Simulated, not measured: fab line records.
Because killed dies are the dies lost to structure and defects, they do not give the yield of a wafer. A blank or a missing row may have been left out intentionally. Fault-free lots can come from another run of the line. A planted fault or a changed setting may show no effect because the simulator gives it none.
Check of tool commonality	flow berkeley cmos170	Lots sampled 14, wafers sampled 42

## REASON FOR OPENING
At UCB170_NWELL_THK_MEAS_02 the reading NWELL_OXIDE_THK is flagged on 2 of 14 lots. Wafers without a fault read 26.3 nm, standard deviation 0.71.
Rule: flag the lot when none of its wafers has a number, or when each of its wafers that has one lies beyond 4 standard deviations from that mean. All remaining lots are regarded as sound.

lot	measured	on	NWELL_OXIDE_THK (nm), wafer by wafer	flag
L795	day 2 06:33	film metro-01	25.2 25.2 25.4	
L796	day 2 06:37	film metro-01	25.1 24.7 24.5	
L798	day 3 00:49	film metro-03	27.2 26.7 26.7	
L799	day 3 07:11	film metro-04	26.1 26.2 26.1	
L803	day 3 20:11	film metro-04	27.6 27.7 27.4	
L802	day 3 20:11	film metro-01	26.8 26.3 26.9	
L804	day 4 06:08	film metro-01	26.1 25.9 26.2	
L805	day 4 06:09	film metro-04	26.9 27.0 26.7	
L808	day 5 15:58	film metro-03	40.2 41.0 40.4	FLAGGED
L810	day 5 20:47	film metro-01	39.6 40.3 39.9	FLAGGED
L813	day 6 04:07	film metro-04	26.0 26.0 26.2	
L815	day 6 10:55	film metro-03	26.2 26.4 26.3	
L814	day 6 10:56	film metro-01	25.2 25.2 25.3	
L816	day 6 18:56	film metro-04	25.5 26.0 25.3	
The numbers of the flagged lots are 40.2 nm on average: +13.9 nm against the usual, or +20 standard deviations.

## WHICH TOOL RAN EACH LOT
The record keeps 1 process step preceding the reading, out of 331 steps on the route. Every cell lists first the tool, next ch and the chambers used by the sampled wafers, and last the start.
lot	flag	UCB170_NWELL_OXIDATION_01
L795		furnace-04 ch 0, day 2 05:12
L796		furnace-04 ch 0, day 2 05:12
L798		furnace-02 ch 0, day 2 23:27
L799		furnace-01 ch 0, day 3 05:50
L803		furnace-02 ch 0, day 3 18:49
L802		furnace-02 ch 0, day 3 18:49
L804		furnace-04 ch 0, day 4 04:47
L805		furnace-04 ch 0, day 4 04:47
L808	FLAGGED	furnace-02 ch 0, day 5 09:14
L810	FLAGGED	furnace-02 ch 0, day 5 14:35
L813		furnace-04 ch 0, day 6 02:46
L815		furnace-01 ch 0, day 6 09:34
L814		furnace-01 ch 0, day 6 09:34
L816		furnace-01 ch 0, day 6 17:35
What is done by these steps:
- UCB170_NWELL_OXIDATION_01: target thk 26.4 nm, ox time 1260 s.
- UCB170_NWELL_THK_MEAS_02

## FLAGGED AGAINST TOTAL, ONE TOOL AT A TIME (gauges that did the reading follow at the end)
step	tool	lots run	flagged	share of the flagged lots	sound lots run after its first flagged lot
UCB170_NWELL_OXIDATION_01	furnace-01	4	0	none	-
UCB170_NWELL_OXIDATION_01	furnace-02	5	2	all	0
UCB170_NWELL_OXIDATION_01	furnace-04	5	0	none	-
UCB170_NWELL_THK_MEAS_02	film metro-01	6	1	some	1 (L814)
UCB170_NWELL_THK_MEAS_02	film metro-03	3	1	some	1 (L815)
UCB170_NWELL_THK_MEAS_02	film metro-04	5	0	none	-

## WHAT IS ALLOWED BY THE TABLE
All flagged lots share 1 row of the table, namely furnace-02 at UCB170_NWELL_OXIDATION_01.
- furnace-02 at UCB170_NWELL_OXIDATION_01 ran 5 lots, 2 of them flagged. Last sound lot L802 at day 3 18:49, first flagged lot L808 at day 5 09:14; a fault beginning in between fits.
furnace-02 at UCB170_NWELL_OXIDATION_01 is the single tool remaining.

## WHAT THE SIMULATOR HAD PUT IN
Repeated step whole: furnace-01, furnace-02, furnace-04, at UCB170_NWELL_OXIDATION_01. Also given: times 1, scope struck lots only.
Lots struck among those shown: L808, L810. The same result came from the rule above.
